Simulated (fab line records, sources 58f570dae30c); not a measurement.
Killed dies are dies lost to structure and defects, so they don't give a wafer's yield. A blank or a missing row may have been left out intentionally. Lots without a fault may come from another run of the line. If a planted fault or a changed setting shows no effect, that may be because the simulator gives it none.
2 desks looking at one fault || flow berkeleyCmos170 || what lay behind the numbers comes last; until then each desk has only its own

== FROM THE METROLOGY DESK ==
Means of the sampled wafers that have a number, per lot and without regard to the tool the lot ran on: this is what the gauges read. Marked OUT: a lot whose mean sits more than 4 standard deviations from the usual mean, which makes it out of limits; the brackets give that distance.
Columns: A = M1_AL_RS at UCB170_M1_RS_MEAS_01, usual 0.0484 ohm/sq; B = M1_AL_THK at UCB170_M1_THK_MEAS_02, usual 610 nm; C = cdNm at UCB170_M1_CD_MEAS_09, usual 700.4 nm; D = M1_OVL at UCB170_M1_OVL_MEAS_10, usual 2 nm
{"lot": "L218", "first seen here": "day 9 20:32", "A": 0.0477, "B": 620, "C": 700.4, "D": 11}
{"lot": "L217", "first seen here": "day 9 20:58", "A": 0.0493, "B": 600, "C": 700.4, "D": -2}
{"lot": "L220", "first seen here": "day 10 17:23", "A": 0.0483, "B": 613, "C": 698.9, "D": 3}
{"lot": "L224", "first seen here": "day 11 10:47", "A": 0.0483, "B": 612, "C": 699.8, "D": 3}
{"lot": "L231", "first seen here": "day 14 07:07", "A": 0.0483, "B": 604, "C": 699.1, "D": 6}
{"lot": "L233", "first seen here": "day 14 17:28", "A": 0.0480, "B": 615, "C": 701.4, "D": 7}
Finding of this desk: none of the 6 lots has anything out of limits.

== THE TOOL OWNER'S DESK: rieMetal-01 ==
The tool's own readings at UCB170_M1_METAL_ETCH_12 (etches Al in Cl2/BCl3, stops on PSG, target depth 780 nm, time 130 s): means of the sampled wafers that have a number, for each lot that ran on this tool. Marked OUT: a lot whose mean sits more than 4 standard deviations from the usual mean, which makes it out of limits; the brackets give that distance.
Columns: A = biasW at UCB170_M1_METAL_ETCH_12, usual 120.0 W; B = drypumpMotorCurrentA at UCB170_M1_METAL_ETCH_12, usual 5.8 A; C = heBacksideLeakSccm at UCB170_M1_METAL_ETCH_12, usual 3.41 sccm; D = oesProductAu at UCB170_M1_METAL_ETCH_12, usual 0.844 a.u.; E = rfFwdPowerW at UCB170_M1_METAL_ETCH_12, usual 596.5 W; F = throttleValvePct at UCB170_M1_METAL_ETCH_12, usual 24.41 %
{"lot": "L218", "first seen here": "day 9 22:15", "A": 120.3, "B": 5.7, "C": 3.53, "D": 0.862, "E": 598.0, "F": 24.34}
{"lot": "L220", "first seen here": "day 10 18:43", "A": "106.1 (-40) OUT", "B": 5.7, "C": 3.61, "D": 0.857, "E": 594.3, "F": 24.34}
{"lot": "L224", "first seen here": "day 11 12:01", "A": "112.7 (-21) OUT", "B": 5.4, "C": 3.51, "D": 0.849, "E": 595.7, "F": 24.38}
{"lot": "L233", "first seen here": "day 14 19:32", "A": 120.2, "B": 5.7, "C": 3.49, "D": 0.870, "E": 597.6, "F": 24.32}
This desk finds L220, L224 out of limits, L220 being first, at day 10 18:43 (biasW at UCB170_M1_METAL_ETCH_12). L218, L233: within limits.

== TAKEN TOGETHER ==
At day 10 18:43, on L220, L224, the tool owner's desk was in a position to raise an alarm.
Nothing out of limits was seen by the metrology desk.
The metrology desk has L220, L224 on record, within its limits.
The lots listed all ran UCB170_M1_METAL_ETCH_12 on rieMetal-01.

== WHAT HAD BEEN PUT IN BY THE SIMULATOR ==
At UCB170_M1_METAL_ETCH_12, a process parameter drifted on rieMetal-01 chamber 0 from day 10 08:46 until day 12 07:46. Setting biasW shifted by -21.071 from 120. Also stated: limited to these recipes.
Shown lots that were struck: L220, L224.
How many hours passed from the start of the fault until each desk's first out-of-limits reading: the tool owner's desk, 10.
